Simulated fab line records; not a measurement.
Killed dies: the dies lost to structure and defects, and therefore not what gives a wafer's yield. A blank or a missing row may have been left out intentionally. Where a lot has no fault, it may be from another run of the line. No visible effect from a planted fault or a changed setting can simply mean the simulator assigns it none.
Problem report, 8D (eight disciplines) form, completed by code / flow berkeley_cmos170 / the parts of the form that need people (team, actions taken, sign-off) are left out

## 1. WHAT IS WRONG
Wafers free of any fault read 0.03215 ohm/sq (standard deviation 0.00021) for M3_AL_RS at UCB170_M3_RS_MEAS_02, against a mean of 0.04155 ohm/sq on 6 wafers of 2 lots. That puts it +45 standard deviations away from the usual mean.
The step: measures by four-point-probe.
Seen first at day 12 09:31 on film_metro-02, wafer L482.1. At this step, 42 wafers from 14 lots have a number in the record. Rule for "out" (also "out of limits"): further than 4 standard deviations from the usual mean. The other wafers with a number count as sound.

## 2. WHAT THIS IS AND IS NOT
question=which readings at this step | is=M3_AL_RS | is not=-
question=which lots | is=L482, L486 | is not=L469, L470, L471, L472, L474, L475, L476, L477, L488, L489, L490, L491
question=which wafers of those lots | is=all that have a number | is not=-
question=read on which gauges | is=film_metro-02 | is not=film_metro-01, film_metro-04
question=when | is=from day 12 09:31 | is not=up to then (24 sound wafers); but 12 sound wafers of L488, L489, L490, L491 came after

## 3. WHAT RULES OUT EACH SUSPECT
Counting: any tool at a process step up to the reading is kept as a suspect provided that every lot that is out went through it and no sound lot did after the first of them.
- ruled out: the gauge at UCB170_M3_RS_MEAS_02. All the wafers that are out were read on film_metro-02, but those of them that UCB170_M3_METAL_ETCH_18 has rows for are out there too, on other tools.
- pvd_sputter-04 at UCB170_M3_SPUTTER_01 (material Al, target thk 900 nm, time 120 s): kept. Every lot that is out went through it, starting with L482 (day 12 09:26), and after that it ran no sound lot; the last sound lot it ran before then is L476 (day 10 18:46).
Remaining after the count: pvd_sputter-04 at UCB170_M3_SPUTTER_01.

## 4. THE CAUSE (what the simulator had put in)
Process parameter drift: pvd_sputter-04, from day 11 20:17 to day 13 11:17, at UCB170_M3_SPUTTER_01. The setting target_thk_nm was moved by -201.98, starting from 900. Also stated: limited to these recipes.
After counting, this tool was the only one left.

## 5. SEQUENCE OF EFFECTS, ordered by route
One row per reading whose mean, taken over the struck wafers that have a number, lies over 3 standard deviations from the usual. Only readings for which the record gives a usual standard deviation are gone through. hours: the time from each lot's start at the first step in this table that gives one to its start at this step, as a median over the lots. sigmas: the change in usual standard deviations.
hours=0; step=UCB170_M3_RS_MEAS_02; reading=M3_AL_RS; usual=0.03215 ohm/sq; on struck wafers=0.04155; change=+0.00940; sigmas=+45
hours=0; step=UCB170_M3_THK_MEAS_03; reading=M3_AL_THK; usual=890 nm; on struck wafers=684; change=-206; sigmas=-22
hours=2; step=UCB170_M3_METAL_ETCH_18; reading=oes_product_au; usual=0.852 a.u.; on struck wafers=0.739; change=-0.113; sigmas=-11
Here are the process steps it includes:
- UCB170_M3_METAL_ETCH_18: etches Al in Cl2/BCl3, stops on SiO2, target depth 1170 nm, time 195 s.

## 6. WHAT WOULD HAVE CAUGHT IT SOONER
In this record the first reading out of limits at a measuring or inspecting step was taken at day 12 09:31, 13 hours after the fault began at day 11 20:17.
No tool reading at UCB170_M3_SPUTTER_01 that has a usual standard deviation in the record was out on any struck wafer, so an alarm limit of 4 standard deviations on those readings would not have fired.
Of the lots that are out (2), L486 began UCB170_M3_SPUTTER_01 on pvd_sputter-04 after day 12 09:31. It would have been spared by a hold on the tool at that moment.
